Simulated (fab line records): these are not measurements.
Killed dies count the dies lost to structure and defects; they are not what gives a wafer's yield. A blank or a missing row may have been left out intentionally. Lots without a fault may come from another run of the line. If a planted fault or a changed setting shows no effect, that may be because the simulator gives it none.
Struck lot and sound lot, side by side	flow rit cmos	19 steps out of a route of 202
Sound: wafers L388.1, L388.5, L388.6. Wafers L393.1, L393.2, L393.5 were the ones struck. The cause comes at the end.
Order at every step that has rows: each side's tool, ch and its chambers, its first start. Under that, the readings that differ: sound wafers	struck wafers	difference of the means	sigmas: that difference in standard deviations of wafers without a fault.
alike: readings whose means differ by less than 2 such deviations, and words and numbers that are the same on both sides. not compared: withheld readings, readings that some wafer has no value for, bounds like >300 that may hide the same value, and numbers for which the record gives no deviation and whose values overlap.
A row with sigmas, a row that says differs or no value, or rows on one side alone: a step with any of these is where the two part. Numbers that don't overlap but have no deviation are shown without sigmas and don't part them. A reading that every wafer of one side lacks parts them only if that side has two wafers or more.

first, 1 step without rows for these wafers: RIT_SILICIDE_WET_ETCH_00 (etches SiO2 in BOE, target depth 14 nm, time 15 s).
RIT_SILICIDE_SPUTTER_01: material Ti, target thk 30 nm, time 240 s.
  sound on pvd sputter-02, day 5 07:26; struck on pvd sputter-03, day 6 08:46
  alike: throttle valve pct
RIT_SILICIDE_RS_MEAS_02: uses a four-point probe to measure.
  sound on film metro-02, day 5 07:35; struck on film metro-01, day 6 08:55
  alike: SILICIDE_TI_RS
RIT_SILICIDE_THK_MEAS_03: measures by xrf.
  sound on film metro-02, day 5 07:42; struck on film metro-01, day 6 09:02
  alike: SILICIDE_TI_THK
RIT_SILICIDE_RTA_04: time 10 s, ramp up 5 s, ramp down 5 s.
  sound on rtp anneal-02 ch 0, day 5 07:46; struck on rtp anneal-01 ch 0, day 6 09:05
reading	sound	struck	difference	sigmas
wafer_temp_C_max	653.9 653.0 652.9	652.1 651.6 651.0	-1.7	-3
then, 1 step without rows for these wafers: RIT_SILICIDE_WET_ETCH_05 (etches Ti in SPM, time 120 s).
RIT_SILICIDE_RTA_06: time 10 s, ramp up 5 s, ramp down 10 s.
  sound on rtp anneal-01 ch 0, day 5 07:52; struck on rtp anneal-02 ch 0, day 6 09:12
  alike: wafer_temp_C_max
RIT_CONTACT_CVD_00: deposits SiO2 from TEOS, target thk 400 nm, time 61 s.
  sound on pecvd-03 ch 0,1,2, day 5 07:56; struck on pecvd-02 ch 0,1, day 6 09:16
  alike: heater power w, rf fwd power W
  not compared: since wet clean h
RIT_CONTACT_THK_MEAS_01:
  sound on film metro-04, day 5 07:59; struck on film metro-01, day 6 09:19
  alike: CONTACT_TEOS_THK
then, 3 steps without rows for these wafers: RIT_CONTACT_HMDS_02 (prime time 60 s); RIT_CONTACT_COAT_03 (resist thk 1000 nm); RIT_CONTACT_SOFTBAKE_04 (time 60 s).
RIT_CONTACT_EXPOSE_05: exposes mask M11, target cd 1000 nm.
  sound on iline stepper-02 ch 0, day 5 08:30; struck on iline stepper-01 ch 0, day 6 09:50
reading	sound	struck	difference	sigmas
model.CONTACT.overlay x nm (nm)	-0.01142 -0.01142 -0.01142	130.4 130.4 130.4	+130.4	
  alike: mask
then, 2 steps without rows for these wafers: RIT_CONTACT_PEB_06; RIT_CONTACT_DEVELOP_07 (develop time 120 s).
RIT_CONTACT_CD_MEAS_08: the cd target is 1000 nm.
  sound on cd sem-02, day 5 09:01; struck on cd sem-02, day 6 10:20
  alike: cd nm
RIT_CONTACT_OVL_MEAS_09:
  sound on overlay-01, day 5 09:08; struck on overlay-02, day 6 10:28
reading	sound	struck	difference	sigmas
CONTACT_OVL (nm)	1.2 0.4 -0.1	132.4 132.1 130.8	+131.3	+99 or more
then, 1 step without rows for these wafers: RIT_CONTACT_HARDBAKE_10 (time 60 s).
RIT_M1_PROBE_99:
  sound on prober-01, day 5 14:35; struck on prober-02, day 6 15:45
reading	sound	struck	difference	sigmas
model.etest.contact to gate.bv left v (V)	91.62 88.08 92.38	154.9 153.5 155.9	+64.1	
model.etest.contact to gate.bv right v (V)	88.61 93.66 88.38	25.36 25.46 24.01	-65.27	
  alike: killed at contacts, killed at front end, killed dies, killed open, killed short

WHERE THEY PART
At RIT_SILICIDE_RTA_04 first; at RIT_CONTACT_OVL_MEAS_09 last (within this record only). Later steps at which nothing parts them and some readings are alike: RIT_M1_PROBE_99.

WHY: what had been put in by the simulator
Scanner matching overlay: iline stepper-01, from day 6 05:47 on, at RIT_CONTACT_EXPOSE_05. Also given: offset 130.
